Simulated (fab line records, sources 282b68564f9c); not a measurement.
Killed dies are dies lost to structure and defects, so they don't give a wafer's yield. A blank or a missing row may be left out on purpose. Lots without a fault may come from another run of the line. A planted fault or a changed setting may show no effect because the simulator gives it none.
Which tool did it? | flow rit_cmos | 6 lots, 18 wafers sampled, at 2 steps of a route of 202

WHAT THE GAUGES READ, wafer by wafer
RIT_PSD_OVL_MEAS_06.
lot  | measured    | on         | PSD_OVL (nm)
L474 | day 3 10:16 | overlay-02 | -1.1 0.9 -0.7
L476 | day 3 23:49 | overlay-02 | -2.4 -2.2 0.0
L478 | day 4 13:19 | overlay-01 | 0.0 -2.0 -2.4
L480 | day 4 20:49 | overlay-01 | 0.7 -0.5 -0.4
L489 | day 6 13:56 | overlay-02 | -1.9 -0.1 -1.7
L492 | day 7 05:51 | overlay-02 | -0.9 -0.8 -0.5

WHICH TOOL RAN EACH LOT (tool, then ch and the chambers of the sampled wafers, then the start)
lot  | RIT_ACTIVE_CVD_03
L474 | lpcvd-01 ch 0, day 1 19:02
L476 | lpcvd-02 ch 1, day 2 03:07
L478 | lpcvd-02 ch 0, day 2 16:32
L480 | lpcvd-02 ch 1, day 2 23:07
L489 | lpcvd-01 ch 0, day 4 20:07
L492 | lpcvd-01 ch 0, day 5 11:07
- RIT_ACTIVE_CVD_03: deposits Si3N4 from SiH2Cl2/NH3, target thk 150 nm, time 1500 s.

THE ANSWER, worked out from the rows above alone
Rule: what is usual is taken from the lots themselves. Put in order of their means at a reading, lots are off if they are a third of the lots or fewer, leave a main group of 4 or more, and stand apart from it by a gap of 3 or more times the standard deviation of the main group's means; of several such gaps the widest counts. A main group whose means are all the same, to the digits that the tables above print for the reading, isn't used. A lot without any number at a reading at which 4 lots or more have one is off too. The other lots that the step has rows for count as sound.
No lot is off at any reading shown: from this, nothing can be told.

WHAT THE SIMULATOR HAD PUT IN
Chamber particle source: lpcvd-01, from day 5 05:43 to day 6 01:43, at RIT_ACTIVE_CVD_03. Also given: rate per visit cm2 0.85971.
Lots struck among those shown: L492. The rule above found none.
